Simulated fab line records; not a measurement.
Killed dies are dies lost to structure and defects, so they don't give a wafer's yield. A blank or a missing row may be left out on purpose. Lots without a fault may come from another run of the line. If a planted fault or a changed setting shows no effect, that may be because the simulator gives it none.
Which of the tools did it? || flow rit_cmos || 14 lots with 42 wafers sampled at 2 steps, on a route of 202 steps

== WHAT EACH GAUGE READ, for each wafer ==
RIT_GATE_OVL_MEAS_17.
{"lot": "L666", "measured": "day 2 20:04", "on": "overlay-02", "GATE_OVL (nm)": "-1.9 -0.6 -0.1"}
{"lot": "L667", "measured": "day 3 01:17", "on": "overlay-02", "GATE_OVL (nm)": "0.0 0.0 -2.2"}
{"lot": "L668", "measured": "day 3 09:05", "on": "overlay-02", "GATE_OVL (nm)": "-0.2 0.7 -1.7"}
{"lot": "L669", "measured": "day 3 12:25", "on": "overlay-02", "GATE_OVL (nm)": "0.5 1.2 1.8"}
{"lot": "L671", "measured": "day 4 03:19", "on": "overlay-01", "GATE_OVL (nm)": "-1.3 -1.1 -0.3"}
{"lot": "L673", "measured": "day 4 11:53", "on": "overlay-01", "GATE_OVL (nm)": "-1.5 -2.9 -0.5"}
{"lot": "L674", "measured": "day 4 12:29", "on": "overlay-02", "GATE_OVL (nm)": "-1.3 -0.4 -1.9"}
{"lot": "L680", "measured": "day 5 15:59", "on": "overlay-01", "GATE_OVL (nm)": "-3.6 -2.8 -2.7"}
{"lot": "L681", "measured": "day 5 22:07", "on": "overlay-02", "GATE_OVL (nm)": "239.1 238.4 239.0"}
{"lot": "L682", "measured": "day 6 00:27", "on": "overlay-01", "GATE_OVL (nm)": "239.8 239.5 240.2"}
{"lot": "L684", "measured": "day 6 10:29", "on": "overlay-01", "GATE_OVL (nm)": "-3.2 -2.0 -1.8"}
{"lot": "L685", "measured": "day 6 15:58", "on": "overlay-02", "GATE_OVL (nm)": "-1.3 -1.9 -1.3"}
{"lot": "L686", "measured": "day 6 20:13", "on": "overlay-02", "GATE_OVL (nm)": "-1.0 0.4 -0.9"}
{"lot": "L687", "measured": "day 6 23:15", "on": "overlay-01", "GATE_OVL (nm)": "-1.0 -1.3 -0.3"}

== WHICH TOOL RAN EACH LOT (tool, then ch and the chambers of the sampled wafers, then the start) ==
{"lot": "L666", "RIT_GATE_EXPOSE_13": "iline_stepper-02 ch 0, day 2 19:33"}
{"lot": "L667", "RIT_GATE_EXPOSE_13": "iline_stepper-01 ch 0, day 3 00:47"}
{"lot": "L668", "RIT_GATE_EXPOSE_13": "iline_stepper-01 ch 0, day 3 08:34"}
{"lot": "L669", "RIT_GATE_EXPOSE_13": "iline_stepper-02 ch 0, day 3 11:56"}
{"lot": "L671", "RIT_GATE_EXPOSE_13": "iline_stepper-01 ch 0, day 4 02:49"}
{"lot": "L673", "RIT_GATE_EXPOSE_13": "iline_stepper-01 ch 0, day 4 11:19"}
{"lot": "L674", "RIT_GATE_EXPOSE_13": "iline_stepper-01 ch 0, day 4 11:52"}
{"lot": "L680", "RIT_GATE_EXPOSE_13": "iline_stepper-01 ch 0, day 5 15:28"}
{"lot": "L681", "RIT_GATE_EXPOSE_13": "iline_stepper-02 ch 0, day 5 21:31"}
{"lot": "L682", "RIT_GATE_EXPOSE_13": "iline_stepper-02 ch 0, day 5 23:58"}
{"lot": "L684", "RIT_GATE_EXPOSE_13": "iline_stepper-01 ch 0, day 6 09:52"}
{"lot": "L685", "RIT_GATE_EXPOSE_13": "iline_stepper-01 ch 0, day 6 15:27"}
{"lot": "L686", "RIT_GATE_EXPOSE_13": "iline_stepper-01 ch 0, day 6 19:43"}
{"lot": "L687", "RIT_GATE_EXPOSE_13": "iline_stepper-01 ch 0, day 6 22:33"}
- RIT_GATE_EXPOSE_13: exposes mask M6, target cd 150 nm.

== WHAT THE TOOLS THEMSELVES READ (means of the sampled wafers that have a number; where no wafer has one, the mark that the record gives instead) ==
RIT_GATE_EXPOSE_13.
{"lot": "L666", "tool": "iline_stepper-02", "focus_offset_nm (nm)": -0.6}
{"lot": "L667", "tool": "iline_stepper-01", "focus_offset_nm (nm)": -0.8}
{"lot": "L668", "tool": "iline_stepper-01", "focus_offset_nm (nm)": 0.1}
{"lot": "L669", "tool": "iline_stepper-02", "focus_offset_nm (nm)": 0.1}
{"lot": "L671", "tool": "iline_stepper-01", "focus_offset_nm (nm)": 0.5}
{"lot": "L673", "tool": "iline_stepper-01", "focus_offset_nm (nm)": 0.4}
{"lot": "L674", "tool": "iline_stepper-01", "focus_offset_nm (nm)": 0.1}
{"lot": "L680", "tool": "iline_stepper-01", "focus_offset_nm (nm)": -0.7}
{"lot": "L681", "tool": "iline_stepper-02", "focus_offset_nm (nm)": -0.7}
{"lot": "L682", "tool": "iline_stepper-02", "focus_offset_nm (nm)": 0.7}
{"lot": "L684", "tool": "iline_stepper-01", "focus_offset_nm (nm)": -0.3}
{"lot": "L685", "tool": "iline_stepper-01", "focus_offset_nm (nm)": -0.2}
{"lot": "L686", "tool": "iline_stepper-01", "focus_offset_nm (nm)": -0.1}
{"lot": "L687", "tool": "iline_stepper-01", "focus_offset_nm (nm)": 0.1}

== THE ANSWER, worked out from the rows above alone ==
Rule: the usual values come from the lots themselves. The widest of any qualifying gaps counts: lots, ordered by their means at a reading, are off when they make up no more than a third of the lots, leave a main group of 4 or more, and stand apart from it by 3 or more times the standard deviation of that group's means. If all means in a main group match to the digits the tables above print for the reading, that group is not used. Also off: a lot with no number at a reading for which 4 or more lots have one. All remaining lots with rows at the step are treated as sound. First the gauges in route order, then the tools' own readings, where a lot's mean is used as printed above. At the first step where some lot is off, the reading lying furthest off is the one used; lots without a number count as furthest.
Off: L681, L682, seen at RIT_GATE_OVL_MEAS_17 (GATE_OVL). The main group has a mean of -1.1 nm with a standard deviation of 1.
A tool fits if, at a process step before that reading, it ran every lot that is off, and no sound lot after the first of them. The gauges at RIT_GATE_OVL_MEAS_17 are tried like those tools. One fits: RIT_GATE_EXPOSE_13 on iline_stepper-02. A fault onset in the window from L669 (day 3 11:56, its last sound lot) to L681 (day 5 21:31, its first lot off) fits.

== WHAT THE SIMULATOR PUT IN ==
Scanner matching overlay: iline_stepper-02, from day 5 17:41 on, at RIT_GATE_EXPOSE_13. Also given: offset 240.
Lots struck among those shown: L681, L682. The rule above reached the same finding.
